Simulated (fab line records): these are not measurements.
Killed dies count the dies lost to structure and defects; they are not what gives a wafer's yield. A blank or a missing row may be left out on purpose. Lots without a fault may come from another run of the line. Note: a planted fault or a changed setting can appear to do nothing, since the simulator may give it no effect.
Which tool is to blame? :: flow berkeley-cmos170 :: Sampling: 15 lots, 45 wafers, 3 of 331 route steps

WHAT THE GAUGES SHOWED, per wafer
UCB170_PWELL_THK_MEAS_03.
lot: L320
measured: day 3 03:17
on: film-metro-01
PWELL_OXIDE_THK (nm): 25.9 26.2 26.0

lot: L322
measured: day 3 03:18
on: film-metro-03
PWELL_OXIDE_THK (nm): 27.0 27.1 27.0

lot: L321
measured: day 3 03:21
on: film-metro-04
PWELL_OXIDE_THK (nm): 26.1 26.3 26.7

lot: L324
measured: day 3 23:50
on: film-metro-03
PWELL_OXIDE_THK (nm): 26.1 26.1 26.2

lot: L325
measured: day 3 23:50
on: film-metro-04
PWELL_OXIDE_THK (nm): 26.2 26.0 25.9

lot: L327
measured: day 4 04:12
on: film-metro-01
PWELL_OXIDE_THK (nm): 25.9 26.5 26.0

lot: L326
measured: day 4 04:13
on: film-metro-03
PWELL_OXIDE_THK (nm): 26.5 25.8 26.8

lot: L329
measured: day 4 15:29
on: film-metro-04
PWELL_OXIDE_THK (nm): 26.7 26.5 26.5

lot: L330
measured: day 5 01:49
on: film-metro-01
PWELL_OXIDE_THK (nm): 26.2 25.9 26.1

lot: L334
measured: day 6 01:59
on: film-metro-04
PWELL_OXIDE_THK (nm): 25.5 25.5 25.6

lot: L335
measured: day 6 01:59
on: film-metro-01
PWELL_OXIDE_THK (nm): 26.0 26.5 26.4

lot: L336
measured: day 6 02:01
on: film-metro-03
PWELL_OXIDE_THK (nm): 25.7 26.0 26.2

lot: L340
measured: day 6 23:57
on: film-metro-03
PWELL_OXIDE_THK (nm): 26.4 26.1 25.8

lot: L342
measured: day 7 21:39
on: film-metro-03
PWELL_OXIDE_THK (nm): 25.6 25.7 25.9

lot: L343
measured: day 7 21:40
on: film-metro-01
PWELL_OXIDE_THK (nm): 25.7 26.2 26.3

UCB170_PWELL_THK_MEAS_06.
lot: L320
measured: day 3 10:43
on: film-metro-04
PWELL_NITRIDE_THK (nm): 219.0 220.5 220.8

lot: L322
measured: day 3 10:43
on: film-metro-01
PWELL_NITRIDE_THK (nm): 218.8 219.8 219.6

lot: L321
measured: day 3 10:43
on: film-metro-03
PWELL_NITRIDE_THK (nm): 218.0 220.1 220.5

lot: L324
measured: day 4 07:15
on: film-metro-03
PWELL_NITRIDE_THK (nm): 219.3 218.9 217.8

lot: L325
measured: day 4 07:15
on: film-metro-04
PWELL_NITRIDE_THK (nm): 220.0 219.8 220.1

lot: L327
measured: day 4 11:40
on: film-metro-01
PWELL_NITRIDE_THK (nm): 221.5 217.6 220.8

lot: L326
measured: day 4 11:41
on: film-metro-04
PWELL_NITRIDE_THK (nm): 221.3 221.5 219.7

lot: L329
measured: day 4 22:01
on: film-metro-03
PWELL_NITRIDE_THK (nm): 223.6 221.3 221.7

lot: L330
measured: day 5 11:22
on: film-metro-04
PWELL_NITRIDE_THK (nm): 216.7 216.8 216.6

lot: L334
measured: day 6 10:23
on: film-metro-03
PWELL_NITRIDE_THK (nm): 97.2 97.0 96.0

lot: L335
measured: day 6 10:24
on: film-metro-01
PWELL_NITRIDE_THK (nm): 99.7 100.0 98.5

lot: L336
measured: day 6 10:25
on: film-metro-04
PWELL_NITRIDE_THK (nm): 97.4 99.2 99.5

lot: L340
measured: day 7 10:57
on: film-metro-01
PWELL_NITRIDE_THK (nm): 222.0 223.0 222.5

lot: L342
measured: day 8 05:31
on: film-metro-01
PWELL_NITRIDE_THK (nm): 220.6 221.8 220.6

lot: L343
measured: day 8 05:32
on: film-metro-03
PWELL_NITRIDE_THK (nm): 219.5 218.4 217.6

EACH LOT AND THE TOOL THAT RAN IT (in order: tool; ch and the chambers of the sampled wafers; start)
lot: L320
UCB170_PWELL_CVD_05: lpcvd-01 ch 0, day 3 08:47

lot: L322
UCB170_PWELL_CVD_05: lpcvd-01 ch 1, day 3 08:47

lot: L321
UCB170_PWELL_CVD_05: lpcvd-01 ch 0, day 3 08:47

lot: L324
UCB170_PWELL_CVD_05: lpcvd-02 ch 1, day 4 05:20

lot: L325
UCB170_PWELL_CVD_05: lpcvd-02 ch 1, day 4 05:20

lot: L327
UCB170_PWELL_CVD_05: lpcvd-01 ch 1, day 4 09:45

lot: L326
UCB170_PWELL_CVD_05: lpcvd-01 ch 1, day 4 09:45

lot: L329
UCB170_PWELL_CVD_05: lpcvd-01 ch 1, day 4 20:05

lot: L330
UCB170_PWELL_CVD_05: lpcvd-02 ch 0, day 5 09:25

lot: L334
UCB170_PWELL_CVD_05: lpcvd-01 ch 0, day 6 08:28

lot: L335
UCB170_PWELL_CVD_05: lpcvd-01 ch 1, day 6 08:28

lot: L336
UCB170_PWELL_CVD_05: lpcvd-01 ch 1, day 6 08:28

lot: L340
UCB170_PWELL_CVD_05: lpcvd-02 ch 1, day 7 09:02

lot: L342
UCB170_PWELL_CVD_05: lpcvd-02 ch 1, day 8 03:37

lot: L343
UCB170_PWELL_CVD_05: lpcvd-02 ch 0, day 8 03:37
- UCB170_PWELL_CVD_05: deposits Si3N4 from SiH2Cl2/NH3, target thk 220 nm, time 3300 s.

AS READ BY THE TOOLS THEMSELVES (means over the sampled wafers that have a number; for cases with no such wafer, the mark the record gives instead)
UCB170_PWELL_CVD_05.
lot: L320
tool: lpcvd-01
nh3-flow-sccm (sccm): 75.08
spike-tc-source-C (C): 821.1
susceptor-temp-C (C): 800.1

lot: L322
tool: lpcvd-01
nh3-flow-sccm (sccm): 75.17
spike-tc-source-C (C): 822.3
susceptor-temp-C (C): 800.4

lot: L321
tool: lpcvd-01
nh3-flow-sccm (sccm): 75.32
spike-tc-source-C (C): 820.8
susceptor-temp-C (C): 799.7

lot: L324
tool: lpcvd-02
nh3-flow-sccm (sccm): 74.79
spike-tc-source-C (C): 824.0
susceptor-temp-C (C): 799.5

lot: L325
tool: lpcvd-02
nh3-flow-sccm (sccm): 74.94
spike-tc-source-C (C): 823.5
susceptor-temp-C (C): 799.9

lot: L327
tool: lpcvd-01
nh3-flow-sccm (sccm): 75.18
spike-tc-source-C (C): 822.8
susceptor-temp-C (C): 800.0

lot: L326
tool: lpcvd-01
nh3-flow-sccm (sccm): 74.76
spike-tc-source-C (C): 822.5
susceptor-temp-C (C): 799.6

lot: L329
tool: lpcvd-01
nh3-flow-sccm (sccm): 75.08
spike-tc-source-C (C): 823.1
susceptor-temp-C (C): 800.1

lot: L330
tool: lpcvd-02
nh3-flow-sccm (sccm): 75.03
spike-tc-source-C (C): 823.9
susceptor-temp-C (C): 799.7

lot: L334
tool: lpcvd-01
nh3-flow-sccm (sccm): 75.11
spike-tc-source-C (C): 821.3
susceptor-temp-C (C): 800.3

lot: L335
tool: lpcvd-01
nh3-flow-sccm (sccm): 74.80
spike-tc-source-C (C): 823.3
susceptor-temp-C (C): 799.5

lot: L336
tool: lpcvd-01
nh3-flow-sccm (sccm): 75.03
spike-tc-source-C (C): 822.2
susceptor-temp-C (C): 799.7

lot: L340
tool: lpcvd-02
nh3-flow-sccm (sccm): 75.26
spike-tc-source-C (C): 823.3
susceptor-temp-C (C): 800.1

lot: L342
tool: lpcvd-02
nh3-flow-sccm (sccm): 74.74
spike-tc-source-C (C): 823.5
susceptor-temp-C (C): 800.0

lot: L343
tool: lpcvd-02
nh3-flow-sccm (sccm): 74.88
spike-tc-source-C (C): 823.5
susceptor-temp-C (C): 800.1

THE ANSWER, worked out from the rows above alone
Rule: the usual values come from the lots themselves. Put in order of their means at a reading, lots are off if they are a third of the lots or fewer, leave a main group of 4 or more, and stand apart from it by a gap of 3 or more times the standard deviation of the main group's means; of several such gaps the widest counts. A main group is skipped when, at the precision printed for the reading in the tables above, its means are all equal. Also off: a lot with no number at a reading for which 4 or more lots have one. The other lots that the step has rows for count as sound. After the gauges, taken in route order, come the tools' own readings; for these a lot's mean is taken, as printed above. The first step at which some lot is off is used, and at that step the reading that is off furthest; a lot without a number counts as furthest.
Off: L334, L335, L336, at UCB170_PWELL_THK_MEAS_06 (PWELL_NITRIDE_THK). The main group: mean 219.9 nm, standard deviation 1.5.
If a tool, at a process step before that reading, ran all the lots that are off and no sound lot after the first of them, it fits. Gauges at UCB170_PWELL_THK_MEAS_06: tried the same way as those tools. One candidate fits, namely lpcvd-01 at UCB170_PWELL_CVD_05. A fault onset in the window from L329 (day 4 20:05, its last sound lot) to L334 (day 6 08:28, its first lot off) fits.

WHAT HAD BEEN PUT IN BY THE SIMULATOR
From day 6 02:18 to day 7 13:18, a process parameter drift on lpcvd-01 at UCB170_PWELL_CVD_05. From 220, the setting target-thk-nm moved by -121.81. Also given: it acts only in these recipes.
Struck lots among those shown: L334, L335, L336. The rule given above showed the same thing.
